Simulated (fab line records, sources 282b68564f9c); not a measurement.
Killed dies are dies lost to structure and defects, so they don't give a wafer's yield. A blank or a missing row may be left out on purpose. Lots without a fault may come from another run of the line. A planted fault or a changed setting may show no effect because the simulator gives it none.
fab line records | flow rit_cmos
record lots=6 wafers=18 last_day=7
route steps=202 shown PLDD@118 SPACER@125 NSD@131 PSD@142 SDANNEAL@153 SILICIDE@161
lots that met no fault: from a run of the same line without faults
start_h: hours from the record's first day to the start of the lot's first wafer shown | wait_h: hours since the lot's step before | " the same as in the row above | L1.1+2: a row that stands for several wafers | - no value, or no start given | * or withheld: withheld | < > ~ a bound
route shown NAME@n: a module of which the file shows steps, and the number in the route of the first | usual: mean/standard deviation of fault-free wafers | same: alike in all rows | chamber/n: place in a boat | sites: the reading at each site | _std_site: their standard deviation | _edge_site: outer sites' mean less inner sites' | radius_mm: how far each site lies from the wafer's centre | mask NAME#n: copy n | behind: the tool/chamber that last shaped the wafer | hold: why the lot was held/for how many hours/how that ended | device: the transistor (n, p or np) that didn't switch | end of line: the same wafers' tests at the end of the route | a step without rows: its recipe alone | killed: dies lost to structure and defects at the first sort, not the wafer's yield | map: a wafer's dies, x killed, . not, _ none there
set.NAME: the setting as run; set.NAME@STEP: as run at that earlier step | model.NAME: the simulator's own value behind a step, which no gauge read
lots at some steps of the route; a table a step, a row a wafer
services: from which hour (start_h, from the record's first day; less than 0 if before it) a tool's chamber was out of use, for how many hours, and why
## steps
# step RIT_PLDD_PEB_04
# recipe resist=NOVOLAK temp_c=withheld time_s=withheld
# step RIT_PLDD_DEVELOP_05
# recipe resist=NOVOLAK develop_time_s=50 dev_temp_c=23
# step RIT_PLDD_OVL_MEAS_06
# usual PLDD_OVL=-0.2/1.6
# columns lot.wafer tool chamber start_h wait_h PLDD_OVL[nm]
L677.2 overlay-02 - 74.88 - 1.2
L677.4 " - " " 1.7
L677.6 " - " " 1.8
L678.3 overlay-01 - 80.85 - -0.8
L678.5 " - " " -1.1
L678.6 " - " " -1.5
L691.2 overlay-01 - 134.40 - -0.8
L691.4 " - " " -0.4
L691.5 " - " " -1.9
L692.2 overlay-01 - 142.63 - -0.9
L692.3 " - " " -2.7
L692.5 " - " " -2.4
L693.2 overlay-01 - 148.62 - 2.1
L693.5 " - " " 2.0
L693.6 " - " " 1.0
L694.2 overlay-01 - 152.23 - 0.4
L694.4 " - " " 0.5
L694.6 " - " " 1.3
# step RIT_PLDD_HARDBAKE_07
# recipe resist=NOVOLAK temp_c=140 time_s=60
# step RIT_PLDD_IMPLANT_08
# recipe species=BF2 energy_kev=20 dose_cm2=9.109e+14 tilt_deg=7
# step RIT_PLDD_STRIP_09
# recipe chemistry=O2 time_s=180 resist=NOVOLAK platen_temp_c=withheld power_w=500 pressure_mtorr=4000 o2_flow_sccm=4000
# usual drypump_motor_current_A=6.0/0.37
# columns lot.wafer tool chamber start_h wait_h drypump_motor_current_A rf_hours_counter_h
L677.2 plasma_asher-02 1 75.21 0.1 6.5 43
L677.4 " 1 " " 6.5 -
L677.6 " 0 " " 5.7 -
L678.3 plasma_asher-01 1 81.23 0.1 6.4 -
L678.5 " 0 " " 5.4 -
L678.6 " 1 " " 6.4 -
L691.2 plasma_asher-01 1 134.73 0.1 6.4 2
L691.4 " 0 " " 5.4 -
L691.5 " 0 " " 5.5 -
L692.2 plasma_asher-02 0 143.11 0.1 5.7 51
L692.3 " 1 " " 6.6 -
L692.5 " 0 " " 5.7 -
L693.2 plasma_asher-01 0 148.95 0.1 5.5 3
L693.5 " 1 " " 6.4 -
L693.6 " 0 " " 5.5 -
L694.2 plasma_asher-01 0 152.56 0.1 5.4 3
L694.4 " 0 " " 5.5 -
L694.6 " 0 " " 5.4 -
# step RIT_PLDD_TW_MEAS_10
# usual PLDD_TW=2359/15
# columns lot.wafer tool chamber start_h wait_h PLDD_TW
L677.2 film_metro-03 - 75.40 0.1 2362
L677.4 " - " " 2368
L677.6 " - " " 2378
L678.3 film_metro-03 - 81.37 0.1 2375
L678.5 " - " " 2364
L678.6 " - " " 2359
L691.2 film_metro-01 - 134.91 0.1 2374
L691.4 " - " " 2381
L691.5 " - " " 2378
L692.2 film_metro-03 - 143.30 0.1 2367
L692.3 " - " " 2364
L692.5 " - " " 2363
L693.2 film_metro-01 - 149.14 0.1 2381
L693.5 " - " " 2386
L693.6 " - " " 2386
L694.2 film_metro-01 - 152.75 0.1 2379
L694.4 " - " " 2369
L694.6 " - " " 2371
# step RIT_SPACER_CLEAN_00
# recipe chemistry=SC1 mix=3:3:50 time_s=600 temp_c=75
# step RIT_SPACER_CLEAN_01
# recipe chemistry=dHF dilution=50:1 time_s=30
# step RIT_SPACER_CLEAN_02
# recipe chemistry=SC2 mix=3:3:50 time_s=600 temp_c=75 dry=n2_spin
# step RIT_SPACER_CVD_03
# recipe material=Si3N4 target_thk_nm=250 temp_c=810 precursor=SiH2Cl2/NH3 time_s=3300 pressure_mtorr=300 sih2cl2_flow_sccm=60 nh3_flow_sccm=150
# step RIT_SPACER_THK_MEAS_04
# recipe reads=Si3N4_of_SPACER_CVD_03
# usual SPACER_NITRIDE_THK=250.1/2.7
# columns lot.wafer tool chamber start_h wait_h SPACER_NITRIDE_THK[nm]
L677.2 film_metro-04 - 77.75 0.0 255.2
L677.4 " - " " 255.5
L677.6 " - " " 254.7
L678.3 film_metro-02 - 83.71 0.0 254.7
L678.5 " - " " 253.9
L678.6 " - " " 256.0
L691.2 film_metro-02 - 137.27 0.0 250.0
L691.4 " - " " 249.6
L691.5 " - " " 249.1
L692.2 film_metro-04 - 145.66 0.0 248.6
L692.3 " - " " 247.9
L692.5 " - " " 249.0
L693.2 film_metro-02 - 151.51 0.0 249.7
L693.5 " - " " 251.0
L693.6 " - " " 249.6
L694.2 film_metro-02 - 155.13 0.0 252.8
L694.4 " - " " 253.7
L694.6 " - " " 254.2
# step RIT_SPACER_ETCHBACK_05
# recipe target_depth_a=2500 SF6_flow_sccm=30 CHF3_flow_sccm=30 target=Si3N4 chemistry=SF6/CHF3 pressure_mtorr=40 rf_w=250 time_s=240 stop_on=SiO2
# usual SF6_flow_sccm=30.01/0.097 drypump_motor_current_A=5.6/0.52 oes_product_au=0.847/0.01 run_length_s=268.2/0.44 throttle_valve_pct=10.28/0.1
# columns lot.wafer tool chamber start_h wait_h SF6_flow_sccm drypump_motor_current_A oes_product_au rf_hours_counter_h run_length_s throttle_valve_pct model.poly-Si_of_GATE_CVD_08.thk_nm model.Si3N4_of_SPACER_CVD_03.thk_nm
L677.2 rie_diel-02 3 77.80 0.0 30.18 6.1 0.876 0 267.9 10.19 166.6 200.8
L677.4 " 1 " " 30.00 5.8 0.874 160 268.4 10.23 162.9 199
L677.6 " 3 " " 29.98 6.1 0.864 - 267.9 10.18 167.9 200.4
L678.3 rie_diel-01 2 83.75 0.0 30.09 5.5 0.856 1 268.4 10.26 169.6 200.6
L678.5 " 0 " " 29.95 4.7 0.875 - 268.2 10.37 166.6 197.3
L678.6 " 1 " " 30.02 5.8 0.864 - 268.4 10.43 169.3 200.6
L691.2 rie_diel-02 3 137.32 0.0 29.86 6.1 0.757 1 310.9 10.16 152.1 184.2
L691.4 " 0 " " 29.97 6.1 0.847 - 267.9 10.27 164.7 195.5
L691.5 " 2 " " 30.03 5.2 0.840 - 268.7 10.25 164.2 196
L692.2 rie_diel-02 3 145.71 0.0 29.99 6.1 0.758 2 310.9 10.15 154 183.8
L692.3 " 0 " " 30.08 6.1 0.841 20 268.0 10.27 165.4 194.3
L692.5 " 3 " " 29.98 6.1 0.764 - 311.0 10.14 155.7 184.3
L693.2 rie_diel-01 0 151.56 0.0 30.03 4.7 0.844 66 268.3 10.38 161.5 194.7
L693.5 " 1 " " 29.97 5.8 0.849 - 268.4 10.43 165.4 195.8
L693.6 " 0 " " 29.92 4.7 0.849 - 268.5 10.38 163.5 194.4
L694.2 rie_diel-04 3 155.18 0.0 29.88 6.1 0.851 15 268.2 10.20 164 196.6
L694.4 " 2 " " 29.98 5.2 0.846 96 267.5 10.03 167.9 200
L694.6 " 3 " " 29.96 6.1 0.845 - 268.7 10.20 166.6 198.3
# step RIT_NSD_HMDS_00
# recipe prime_time_s=60 prime_temp_c=140
# step RIT_NSD_COAT_01
# recipe resist=NOVOLAK spin_rpm=3250 resist_thk_nm=1000
# step RIT_NSD_SOFTBAKE_02
# recipe resist=NOVOLAK temp_c=90 time_s=60
# step RIT_NSD_EXPOSE_03
# recipe mask_id=M9 na=0.57 target_cd_nm=40700 dose_mj=250
# step RIT_NSD_PEB_04
# recipe resist=NOVOLAK temp_c=withheld time_s=withheld
# step RIT_NSD_DEVELOP_05
# recipe resist=NOVOLAK develop_time_s=50 dev_temp_c=23
# step RIT_NSD_OVL_MEAS_06
# usual NSD_OVL=0.0/1.3
# columns lot.wafer tool chamber start_h wait_h NSD_OVL[nm]
L677.2 overlay-01 - 78.94 - -0.1
L677.4 " - " " -1.7
L677.6 " - " " -0.5
L678.3 overlay-02 - 85.01 - -1.5
L678.5 " - " " 0.5
L678.6 " - " " -1.1
L691.2 overlay-01 - 138.33 - 1.0
L691.4 " - " " -0.4
L691.5 " - " " 0.5
L692.2 overlay-01 - 152.69 - 0.6
L692.3 " - " " 0.2
L692.5 " - " " -0.5
L693.2 overlay-01 - 152.81 - 0.5
L693.5 " - " " 0.6
L693.6 " - " " 0.4
L694.2 overlay-01 - 156.18 - 1.1
L694.4 " - " " 2.6
L694.6 " - " " 2.5
# step RIT_NSD_HARDBAKE_07
# recipe resist=NOVOLAK temp_c=140 time_s=60
# step RIT_NSD_IMPLANT_08
# recipe species=P energy_kev=25 dose_cm2=9.904e+14 tilt_deg=7
# step RIT_NSD_STRIP_09
# recipe chemistry=O2 time_s=180 resist=NOVOLAK platen_temp_c=withheld power_w=500 pressure_mtorr=4000 o2_flow_sccm=4000
# usual drypump_motor_current_A=5.8/0.44
# columns lot.wafer tool chamber start_h wait_h drypump_motor_current_A rf_hours_counter_h
L677.2 plasma_asher-01 0 79.27 0.1 5.5 39
L677.4 " 1 " " 6.4 -
L677.6 " 1 " " 6.4 -
L678.3 plasma_asher-02 0 85.39 0.1 5.6 -
L678.5 " 1 " " 6.5 -
L678.6 " 0 " " 5.6 -
L691.2 plasma_asher-03 0 138.66 0.1 5.5 37
L691.4 " 1 " " 5.5 -
L691.5 " 0 " " 5.5 -
L692.2 plasma_asher-03 0 153.02 0.1 5.5 38
L692.3 " 1 " " 5.4 -
L692.5 " 1 " " 5.5 -
L693.2 plasma_asher-02 1 153.14 0.1 6.6 52
L693.5 " 1 " " 6.6 -
L693.6 " 0 " " 5.7 -
L694.2 plasma_asher-02 1 156.51 0.1 6.6 52
L694.4 " 1 " " 6.6 -
L694.6 " 1 " " 6.6 -
# step RIT_NSD_TW_MEAS_10
# usual NSD_TW=3123/21
# columns lot.wafer tool chamber start_h wait_h NSD_TW
L677.2 film_metro-03 - 79.45 0.1 3122
L677.4 " - " " 3139
L677.6 " - " " 3116
L678.3 film_metro-03 - 85.52 0.1 3147
L678.5 " - " " 3124
L678.6 " - " " 3134
L691.2 film_metro-01 - 138.84 0.1 3163
L691.4 " - " " 3147
L691.5 " - " " 3150
L692.2 film_metro-03 - 153.21 0.1 3100
L692.3 " - " " 3097
L692.5 " - " " 3110
L693.2 film_metro-01 - 153.33 0.1 3143
L693.5 " - " " 3122
L693.6 " - " " 3152
L694.2 film_metro-03 - 156.70 0.1 3102
L694.4 " - " " 3114
L694.6 " - " " 3100
# step RIT_PSD_HMDS_00
# recipe prime_time_s=60 prime_temp_c=140
# step RIT_PSD_COAT_01
# recipe resist=NOVOLAK spin_rpm=3250 resist_thk_nm=1000
# step RIT_PSD_SOFTBAKE_02
# recipe resist=NOVOLAK temp_c=90 time_s=60
# step RIT_PSD_EXPOSE_03
# recipe mask_id=M10 na=0.57 target_cd_nm=40900 dose_mj=250
# step RIT_PSD_PEB_04
# recipe resist=NOVOLAK temp_c=withheld time_s=withheld
# step RIT_PSD_DEVELOP_05
# recipe resist=NOVOLAK develop_time_s=50 dev_temp_c=23
# step RIT_PSD_OVL_MEAS_06
# usual PSD_OVL=2.3/1.2
# columns lot.wafer tool chamber start_h wait_h PSD_OVL[nm]
L677.2 overlay-01 - 80.52 - 1.9
L677.4 " - " " 1.4
L677.6 " - " " 0.5
L678.3 overlay-02 - 86.55 - 2.2
L678.5 " - " " 5.8
L678.6 " - " " 5.3
L691.2 overlay-01 - 139.75 - 4.5
L691.4 " - " " 3.5
L691.5 " - " " 2.5
L692.2 overlay-01 - 154.34 - 1.4
L692.3 " - " " 2.9
L692.5 " - " " 1.3
L693.2 overlay-01 - 154.45 - 2.0
L693.5 " - " " 0.7
L693.6 " - " " 3.6
L694.2 overlay-01 - 157.66 - 4.2
L694.4 " - " " 2.7
L694.6 " - " " 2.8
# step RIT_PSD_HARDBAKE_07
# recipe resist=NOVOLAK temp_c=140 time_s=60
# step RIT_PSD_IMPLANT_08
# recipe species=BF2 energy_kev=27 dose_cm2=5.075e+15 tilt_deg=7
# step RIT_PSD_STRIP_09
# recipe chemistry=O2 time_s=180 resist=NOVOLAK platen_temp_c=withheld power_w=500 pressure_mtorr=4000 o2_flow_sccm=4000
# usual drypump_motor_current_A=5.8/0.31
# columns lot.wafer tool chamber start_h wait_h drypump_motor_current_A rf_hours_counter_h
L677.2 plasma_asher-04 1 80.85 0.1 5.8 45
L677.4 " 0 " " 6.0 -
L677.6 " 0 " " 6.0 -
L678.3 plasma_asher-01 1 86.93 0.1 6.4 -
L678.5 " 1 " " 6.4 -
L678.6 " 0 " " 5.5 -
L691.2 plasma_asher-03 1 140.08 0.1 5.5 37
L691.4 " 0 " " 5.6 -
L691.5 " 0 " " 5.5 -
L692.2 plasma_asher-04 0 154.67 0.1 6.0 53
L692.3 " 1 " " 5.8 -
L692.5 " 0 " " 6.0 -
L693.2 plasma_asher-01 0 154.78 0.1 5.5 4
L693.5 " 1 " " 6.4 -
L693.6 " 0 " " 5.5 -
L694.2 plasma_asher-01 0 158.01 0.1 5.4 4
L694.4 " 1 " " 6.4 -
L694.6 " 0 " " 5.4 -
# step RIT_PSD_TW_MEAS_10
# usual PSD_TW=3444/27
# columns lot.wafer tool chamber start_h wait_h PSD_TW
L677.2 film_metro-03 - 81.04 0.1 3447
L677.4 " - " " 3442
L677.6 " - " " 3450
L678.3 film_metro-04 - 87.07 0.1 3439
L678.5 " - " " 3422
L678.6 " - " " 3411
L691.2 film_metro-01 - 140.26 0.1 3476
L691.4 " - " " 3473
L691.5 " - " " 3452
L692.2 film_metro-04 - 154.85 0.1 3415
L692.3 " - " " 3436
L692.5 " - " " 3410
L693.2 film_metro-01 - 154.97 0.1 3454
L693.5 " - " " 3486
L693.6 " - " " 3476
L694.2 film_metro-04 - 158.19 0.1 3417
L694.4 " - " " 3413
L694.6 " - " " 3407
# step RIT_SDANNEAL_CLEAN_00
# recipe chemistry=SC1 mix=3:3:50 time_s=600 temp_c=75
# step RIT_SDANNEAL_CLEAN_01
# recipe chemistry=dHF dilution=50:1 time_s=30
# step RIT_SDANNEAL_CLEAN_02
# recipe chemistry=SC2 mix=3:3:50 time_s=600 temp_c=75 dry=n2_spin
# columns lot.wafer tool chamber start_h wait_h model.poly-Si_of_GATE_CVD_08.thk_nm
L677.2 wet_bench-03 0 81.28 0.0 162.3
L677.4 " 0 " " 158.6
L677.6 " 0 " " 163.5
L678.3 wet_bench-03 0 87.30 0.0 165.2
L678.5 " 0 " " 162.2
L678.6 " 0 " " 164.9
L691.2 wet_bench-04 1 140.51 0.0 147.9
L691.4 " 1 " " 160.4
L691.5 " 1 " " 159.9
L692.2 wet_bench-04 2 155.09 0.0 149.6
L692.3 " 2 " " 161.1
L692.5 " 2 " " 151.4
L693.2 wet_bench-03 1 155.42 0.0 157.2
L693.5 " 1 " " 161
L693.6 " 1 " " 159.2
L694.2 wet_bench-03 1 158.45 0.0 159.6
L694.4 " 1 " " 163.5
L694.6 " 1 " " 162.2
# step RIT_SDANNEAL_RTA_03
# recipe temp_c=1050 time_s=5 idle_temp_c=600 ramp_up_c_per_s=342 ramp_down_c_per_s=171 cool_to_c=600 ambient=N2
# usual wafer_temp_C_max=1053.6/1.2
# columns lot.wafer tool chamber start_h wait_h wafer_temp_C_max
L677.2 rtp_anneal-02 0 81.46 0.0 1053.3
L677.4 " 0 " " 1057.1
L677.6 " 0 " " 1052.9
L678.3 rtp_anneal-01 0 87.50 0.0 1052.3
L678.5 " 0 " " 1053.1
L678.6 " 0 " " 1054.9
L691.2 rtp_anneal-02 0 140.69 0.0 1053.3
L691.4 " 0 " " 1055.2
L691.5 " 0 " " 1055.0
L692.2 rtp_anneal-01 0 155.28 0.0 1055.0
L692.3 " 0 " " 1054.0
L692.5 " 0 " " 1053.9
L693.2 rtp_anneal-01 0 155.60 0.0 1055.6
L693.5 " 0 " " 1053.6
L693.6 " 0 " " 1053.6
L694.2 rtp_anneal-02 0 158.65 0.0 1053.1
L694.4 " 0 " " 1053.2
L694.6 " 0 " " 1054.0
# step RIT_SDANNEAL_RS_MEAS_04
# recipe thk_meas_gauge=four-point-probe
# usual PSD_RS=115.8/0.32
# columns lot.wafer tool chamber start_h wait_h PSD_RS[ohm/sq]
L677.2 film_metro-01 - 81.53 0.1 115.1
L677.4 " - " " 115.3
L677.6 " - " " 115.6
L678.3 film_metro-03 - 87.58 0.1 115.9
L678.5 " - " " 115.9
L678.6 " - " " 115.4
L691.2 film_metro-03 - 140.76 0.1 115.8
L691.4 " - " " 116.0
L691.5 " - " " 116.1
L692.2 film_metro-01 - 155.35 0.1 115.3
L692.3 " - " " 115.1
L692.5 " - " " 115.3
L693.2 film_metro-04 - 155.67 0.1 115.8
L693.5 " - " " 115.6
L693.6 " - " " 115.8
L694.2 film_metro-01 - 158.77 0.1 116.0
L694.4 " - " " 115.6
L694.6 " - " " 115.8
# step RIT_SDANNEAL_RS_MEAS_05
# recipe thk_meas_gauge=four-point-probe
# usual NSD_RS=85.16/0.29
# columns lot.wafer tool chamber start_h wait_h NSD_RS[ohm/sq]
L677.2 film_metro-01 - 81.65 0.1 85.48
L677.4 " - " " 85.15
L677.6 " - " " 85.22
L678.3 film_metro-03 - 87.70 0.1 84.87
L678.5 " - " " 84.79
L678.6 " - " " 85.01
L691.2 film_metro-03 - 140.88 0.1 85.34
L691.4 " - " " 85.19
L691.5 " - " " 85.11
L692.2 film_metro-01 - 155.47 0.1 85.13
L692.3 " - " " 85.37
L692.5 " - " " 85.39
L693.2 film_metro-04 - 155.79 0.1 85.33
L693.5 " - " " 85.43
L693.6 " - " " 85.35
L694.2 film_metro-01 - 158.89 0.1 84.76
L694.4 " - " " 85.04
L694.6 " - " " 84.70
# step RIT_SDANNEAL_RS_MEAS_06
# recipe thk_meas_gauge=four-point-probe
# usual PLDD_RS=177.7/0.45
# columns lot.wafer tool chamber start_h wait_h PLDD_RS[ohm/sq]
L677.2 film_metro-01 - 81.77 0.1 177.0
L677.4 " - " " 177.1
L677.6 " - " " 177.4
L678.3 film_metro-03 - 87.82 0.1 178.5
L678.5 " - " " 178.5
L678.6 " - " " 178.0
L691.2 film_metro-03 - 141.00 0.1 178.1
L691.4 " - " " 178.1
L691.5 " - " " 177.7
L692.2 film_metro-01 - 155.59 0.1 177.3
L692.3 " - " " 177.0
L692.5 " - " " 177.5
L693.2 film_metro-04 - 155.91 0.1 177.6
L693.5 " - " " 177.2
L693.6 " - " " 177.2
L694.2 film_metro-01 - 159.01 0.1 178.5
L694.4 " - " " 178.0
L694.6 " - " " 178.3
# step RIT_SILICIDE_WET_ETCH_00
# recipe chemistry=BOE target=SiO2 target_depth_nm=14 time_s=15 dry=n2_spin dilution=10:1 temp_c=21.5
# columns lot.wafer tool chamber start_h wait_h model.Si3N4_of_SPACER_CVD_03.thk_nm
L677.2 wet_bench-01 2 81.99 0.1 199.7
L677.4 " 2 " " 197.9
L677.6 " 2 " " 199.2
L678.3 wet_bench-04 0 88.02 0.1 199.5
L678.5 " 0 " " 196.2
L678.6 " 0 " " 199.4
L691.2 wet_bench-03 3 141.22 0.1 183.1
L691.4 " 3 " " 194.4
L691.5 " 3 " " 194.9
L692.2 wet_bench-03 1 155.81 0.1 182.6
L692.3 " 1 " " 193.2
L692.5 " 1 " " 183.2
L693.2 wet_bench-01 0 156.13 0.1 193.5
L693.5 " 0 " " 194.6
L693.6 " 0 " " 193.2
L694.2 wet_bench-03 1 159.23 0.1 195.4
L694.4 " 1 " " 198.9
L694.6 " 1 " " 197.1
## services
# columns tool chamber start_h hours kind
rie_diel-02 3 52.75 - clean
rie_diel-02 3 52.75 - consumable_replace:esc
rie_diel-02 3 52.75 23.4 scheduled_down
rie_diel-02 3 52.75 23.4 vent_cycle
rie_diel-02 - 64.26 4.1 repair
rtp_anneal-01 - 65.47 3.1 pm
rie_diel-02 0 68.20 5.4 repair
rie_diel-01 3 105.95 - clean
rie_diel-01 3 105.95 18.8 scheduled_down
plasma_asher-01 - 108.75 9.0 pm
plasma_asher-01 0 108.75 9.0 vent_cycle
plasma_asher-01 1 108.75 9.0 vent_cycle
plasma_asher-01 0 117.75 - clean
plasma_asher-01 1 117.75 - clean
rie_diel-02 1 119.49 15.3 repair
rie_diel-02 1 134.80 - clean
rie_diel-02 1 134.80 30.0 scheduled_down
rie_diel-02 1 134.80 30.0 vent_cycle
rie_diel-01 2 137.42 13.6 repair
plasma_asher-02 - 142.05 0.5 repair
plasma_asher-01 - 145.83 2.8 pm
rie_diel-01 0 147.65 1.4 repair
rie_diel-02 - 153.71 14.6 pm
rtp_anneal-02 - 154.06 4.2 pm
## key
first_sign step=RIT_SPACER_ETCHBACK_05 reading=run_length_s direction=up sigmas=96 usual=* struck=*
effect step=RIT_SPACER_ETCHBACK_05 reading=oes_product_au direction=down sigmas=8.3 usual=0.847 struck=0.760
model_effect step=RIT_SPACER_ETCHBACK_05 value=poly-Si_of_GATE_CVD_08.thk_nm without=166 struck=153.9
model_effect step=RIT_SDANNEAL_CLEAN_02 value=poly-Si_of_GATE_CVD_08.thk_nm without=161.7 struck=149.6
model_effect step=RIT_SILICIDE_WET_ETCH_00 value=Si3N4_of_SPACER_CVD_03.thk_nm without=192.9 struck=182.9
met_at RIT_SPACER_ETCHBACK_05
struck_wafers L691.2,L692.2,L692.5
tester_left_out L691,L692
onset_between 77.80 137.32
fault kind=process_parameter_drift tool=rie_diel-02 chamber=3 onset_h=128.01 steps=RIT_SPACER_ETCHBACK_05 channel=time_s offset=* shape=step end_h=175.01 acts_in=* stated=*
# tester_left_out: of these lots the tester's yield and bins aren't shown, on N5 and GAA mostly nor the transistor test; their killed dies are dies lost to structure and defects alone, not to doping, threshold or leakage, so they don't give the yield
